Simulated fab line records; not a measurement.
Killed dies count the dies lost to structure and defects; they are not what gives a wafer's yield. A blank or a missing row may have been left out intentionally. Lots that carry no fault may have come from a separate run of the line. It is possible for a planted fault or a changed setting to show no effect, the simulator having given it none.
Which of the tools did it? -- flow berkeley cmos170 -- 7 lots, 21 wafers sampled, at 2 steps of a route of 331

## WHAT THE GAUGES READ, wafer by wafer
UCB170_SDANNEAL_RS_MEAS_02: a four-point-probe measurement.
lot,measured,on,PSD_RS (ohm/sq)
L330,day 7 07:48,film metro-02,75.7 75.4 75.8
L332,day 7 08:08,film metro-01,75.5 75.5 75.5
L333,day 8 00:56,film metro-01,75.5 75.7 76.1
L337,day 9 01:32,film metro-01,75.0 75.3 75.1
L340,day 9 14:22,film metro-04,70.0 69.9 70.3
L345,day 10 22:31,film metro-02,75.3 74.9 74.9
L348,day 11 12:16,film metro-02,76.1 75.5 76.0

## WHICH TOOL RAN EACH LOT (tool, then ch and the chambers of the sampled wafers, then the start)
lot,UCB170_SDANNEAL_RTA_01
L330,"rtp anneal-01 ch 0, day 7 07:43"
L332,"rtp anneal-02 ch 0, day 7 08:01"
L333,"rtp anneal-01 ch 0, day 8 00:53"
L337,"rtp anneal-01 ch 0, day 9 01:28"
L340,"rtp anneal-01 ch 0, day 9 14:17"
L345,"rtp anneal-02 ch 0, day 10 22:27"
L348,"rtp anneal-02 ch 0, day 11 12:13"
- UCB170_SDANNEAL_RTA_01: time 5 s.

## THE ANSWER, worked out from the rows above alone
Rule: the lots themselves supply what counts as usual. Put in order of their means at a reading, lots are off if they are a third of the lots or fewer, leave a main group of 4 or more, and stand apart from it by a gap of 3 or more times the standard deviation of the main group's means; of several such gaps the widest counts. Not used: any main group whose means are identical at the precision the tables above print for the reading. Also off: a lot with no number at a reading for which 4 or more lots have one. Where the step has rows for the other lots, those lots are counted as sound.
Off: at UCB170_SDANNEAL_RS_MEAS_02 (PSD_RS), L340. The main group: mean 75.5 ohm/sq, standard deviation 0.31.
If a tool, at a process step before that reading, ran all the lots that are off and no sound lot after the first of them, it fits. Gauges at UCB170_SDANNEAL_RS_MEAS_02: tried the same way as those tools. 2 tools fit, rtp anneal-01 at UCB170_SDANNEAL_RTA_01 and film metro-04 at UCB170_SDANNEAL_RS_MEAS_02, so this cannot tell which one it is.

## WHAT WAS PUT IN BY THE SIMULATOR
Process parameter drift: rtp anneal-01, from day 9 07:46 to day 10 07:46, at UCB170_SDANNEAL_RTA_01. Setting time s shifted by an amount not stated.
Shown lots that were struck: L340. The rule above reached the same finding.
